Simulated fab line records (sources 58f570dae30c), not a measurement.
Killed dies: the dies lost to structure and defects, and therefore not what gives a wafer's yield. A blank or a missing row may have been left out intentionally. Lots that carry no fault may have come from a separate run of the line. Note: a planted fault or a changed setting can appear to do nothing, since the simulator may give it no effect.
Which tool did it? -- flow berkeley cmos170 -- 16 lots, 48 wafers sampled, at 3 steps of a route of 331

WHAT THE GAUGES SHOWED, per wafer
UCB170_SILICIDE_THK_MEAS_03: measures by xrf. Usual: for SILICIDE_TI_THK the level is 30.4 nm and the standard deviation is 0.41.
lot,measured,on,SILICIDE_TI_THK (nm),flag
L349,day 7 18:19,film metro-02,30.5 30.1 30.5,
L351,day 8 04:04,film metro-04,30.0 29.5 29.8,
L353,day 8 20:11,film metro-01,31.4 30.4 30.7,
L355,day 9 15:19,film metro-01,30.2 30.1 29.8,
L356,day 9 15:53,film metro-01,30.4 31.0 30.4,
L358,day 9 15:31,film metro-02,29.8 30.5 30.1,
L357,day 9 16:20,film metro-01,30.0 30.1 30.1,
L360,day 10 06:41,film metro-01,30.2 29.8 29.8,
L359,day 10 05:55,film metro-04,29.8 30.6 30.2,
L362,day 10 18:40,film metro-01,31.1 30.9 31.2,
L363,day 10 19:15,film metro-01,30.4 30.5 30.3,
L366,day 11 17:18,film metro-04,30.1 30.7 30.2,
L367,day 11 20:56,film metro-01,31.1 31.0 30.5,
L365,day 11 21:11,film metro-04,29.8 30.0 30.6,
L368,day 12 00:42,film metro-01,30.5 31.0 30.4,
L369,day 12 00:14,film metro-01,30.2 31.0 30.0,

WHAT TOOL EACH LOT RAN ON (gives the tool, then ch and the chambers of the sampled wafers, and finally the start)
lot,UCB170_SPACER_CVD_00,UCB170_NSD_STRIP_09
L349,"pecvd-01 ch 0,1,2, day 7 06:29","plasma asher-03 ch 1, day 7 16:20"
L351,"pecvd-02 ch 1,2, day 7 17:04","plasma asher-03 ch 0,1, day 8 02:11"
L353,"pecvd-01 ch 0,1,2, day 8 08:16","plasma asher-02 ch 0,1, day 8 18:14"
L355,"pecvd-01 ch 0,1, day 9 02:43","plasma asher-04 ch 0,1, day 9 13:16"
L356,"pecvd-03 ch 0,1,2, day 9 03:16","plasma asher-03 ch 0,1, day 9 13:59"
L358,"pecvd-02 ch 1,2, day 9 03:26","plasma asher-02 ch 0,1, day 9 13:32"
L357,"pecvd-01 ch 0,2, day 9 03:50","plasma asher-02 ch 0,1, day 9 14:17"
L360,"pecvd-02 ch 0,1,2, day 9 18:58","plasma asher-04 ch 0,1, day 10 04:34"
L359,"pecvd-01 ch 1,2, day 9 19:14","plasma asher-03 ch 0,1, day 10 03:25"
L362,"pecvd-01 ch 0,1, day 10 06:28","plasma asher-04 ch 0,1, day 10 16:25"
L363,"pecvd-02 ch 0,2, day 10 08:06","plasma asher-02 ch 0,1, day 10 17:16"
L366,"pecvd-02 ch 0,1,2, day 11 05:49","plasma asher-03 ch 0,1, day 11 15:25"
L367,"pecvd-03 ch 0,1, day 11 05:59","plasma asher-02 ch 0,1, day 11 19:03"
L365,"pecvd-02 ch 0,1, day 11 06:21","plasma asher-02 ch 0,1, day 11 19:17"
L368,"pecvd-03 ch 0,1,2, day 11 13:17","plasma asher-04 ch 0,1, day 11 22:34"
L369,"pecvd-02 ch 0,2, day 11 13:29","plasma asher-03 ch 0,1, day 11 22:16"
- UCB170_SPACER_CVD_00: deposits SiO2 from TEOS/O2, target thk 376 nm, time 47 s.
- UCB170_NSD_STRIP_09: strips in O2.

WHAT THE TOOLS THEMSELVES READ (means of the sampled wafers that have a number; where no wafer has one, the mark that the record gives instead)
UCB170_SPACER_CVD_00. Usual: heater power w 237 W, standard deviation 51.
lot,tool,heater power w (W),flag
L349,pecvd-01,223,
L351,pecvd-02,285,
L353,pecvd-01,236,
L355,pecvd-01,179,
L356,pecvd-03,250,
L358,pecvd-02,235,
L357,pecvd-01,191,
L360,pecvd-02,266,
L359,pecvd-01,192,
L362,pecvd-01,196,
L363,pecvd-02,281,
L366,pecvd-02,274,
L367,pecvd-03,199,
L365,pecvd-02,268,
L368,pecvd-03,229,
L369,pecvd-02,303,

UCB170_NSD_STRIP_09. Usual: drypump motor current A 5.54 A, standard deviation 0.26; oes product au 0.534 a.u., standard deviation 0.0043; strip time to endpoint s 35.83 s, standard deviation 0.064.
lot,tool,drypump motor current A (A),oes product au (a.u.),strip time to endpoint s (s),flag
L349,plasma asher-03,5.37,0.535,35.82,
L351,plasma asher-03,5.46,0.532,35.81,
L353,plasma asher-02,5.38,0.535,35.79,
L355,plasma asher-04,5.58,0.531,35.83,
L356,plasma asher-03,5.41,0.530,35.77,
L358,plasma asher-02,5.65,0.533,35.75,
L357,plasma asher-02,5.42,0.534,35.74,
L360,plasma asher-04,5.59,0.531,35.82,
L359,plasma asher-03,5.41,0.531,35.93,
L362,plasma asher-04,5.70,0.532,35.81,
L363,plasma asher-02,5.40,0.535,35.88,
L366,plasma asher-03,5.41,0.535,35.73,
L367,plasma asher-02,5.42,0.536,35.88,
L365,plasma asher-02,5.64,0.535,35.79,
L368,plasma asher-04,5.70,0.536,35.88,
L369,plasma asher-03,5.40,0.535,35.84,

THE ANSWER, worked out from the rows above alone
Rule: a lot counts as off when the mean over its wafers that have a number is more than 3 standard deviations away from the usual mean. A lot without any number at a reading at which 4 lots or more have one is off too. All remaining lots with rows at the step are treated as sound. First the gauges in route order, then the tools' own readings, where a lot's mean is used as printed above. At the first step where some lot is off, the reading lying furthest off is the one used; lots without a number count as furthest.
No lot is off at any reading shown: from this, nothing can be told.

WHAT THE SIMULATOR HAD INSERTED
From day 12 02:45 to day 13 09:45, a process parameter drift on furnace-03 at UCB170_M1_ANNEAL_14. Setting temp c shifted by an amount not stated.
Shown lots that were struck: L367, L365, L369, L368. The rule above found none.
